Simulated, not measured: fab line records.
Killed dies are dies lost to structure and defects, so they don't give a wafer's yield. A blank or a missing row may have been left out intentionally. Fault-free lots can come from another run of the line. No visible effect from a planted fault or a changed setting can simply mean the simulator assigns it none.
The tool behind it: which one? + flow berkeley cmos170 + 42 wafers sampled from 14 lots at 1 step of a route of 331

## WHAT EACH GAUGE READ, for each wafer
UCB170_GATE_CD_MEAS_12 targets a cd of 350 nm.
| lot  | measured     | on        | cd nm (nm)        |
|------|--------------|-----------|-------------------|
| L110 | day 6 03:40  | cd sem-02 | 348.3 348.6 348.9 |
| L114 | day 7 05:46  | cd sem-01 | 352.5 352.4 351.8 |
| L113 | day 7 05:57  | cd sem-01 | 351.6 350.9 351.9 |
| L117 | day 8 02:28  | cd sem-01 | 350.4 352.1 350.2 |
| L116 | day 8 02:46  | cd sem-01 | 351.7 351.3 350.8 |
| L118 | day 8 18:22  | cd sem-02 | 350.2 350.5 349.3 |
| L120 | day 8 19:26  | cd sem-01 | 349.0 350.6 349.8 |
| L122 | day 9 01:16  | cd sem-01 | 351.3 349.9 350.6 |
| L127 | day 9 16:47  | cd sem-02 | 349.5 349.8 349.0 |
| L124 | day 9 17:13  | cd sem-02 | 347.4 348.8 348.7 |
| L129 | day 10 07:26 | cd sem-02 | 347.8 347.7 349.3 |
| L131 | day 10 07:46 | cd sem-02 | 348.7 349.4 349.3 |
| L130 | day 10 10:20 | cd sem-02 | 350.0 351.0 350.4 |
| L132 | day 10 11:04 | cd sem-01 | 349.9 350.2 349.7 |

## EACH LOT AND THE TOOL THAT RAN IT (in order: tool; ch and the chambers of the sampled wafers; start)
There is no process step in the record ahead of these readings.

## AS READ BY THE TOOLS THEMSELVES (means over the sampled wafers that have a number; for cases with no such wafer, the mark the record gives instead)
The record holds no such reading with a usual standard deviation.

## THE ANSWER, worked out from the rows above alone
Rule: the lots themselves supply what counts as usual. The widest of any qualifying gaps counts: lots, ordered by their means at a reading, are off when they make up no more than a third of the lots, leave a main group of 4 or more, and stand apart from it by 3 or more times the standard deviation of that group's means. A main group is skipped when, at the precision printed for the reading in the tables above, its means are all equal. A lot without any number at a reading at which 4 lots or more have one is off too. The other lots that the step has rows for count as sound. Order of review: gauges by route order, followed by the tools' own readings, for which a lot's mean as printed above is used. At the first step where some lot is off, the reading lying furthest off is the one used; lots without a number count as furthest.
Nothing can be told from this: no lot is off at any reading shown.

## WHAT HAD BEEN PUT IN BY THE SIMULATOR
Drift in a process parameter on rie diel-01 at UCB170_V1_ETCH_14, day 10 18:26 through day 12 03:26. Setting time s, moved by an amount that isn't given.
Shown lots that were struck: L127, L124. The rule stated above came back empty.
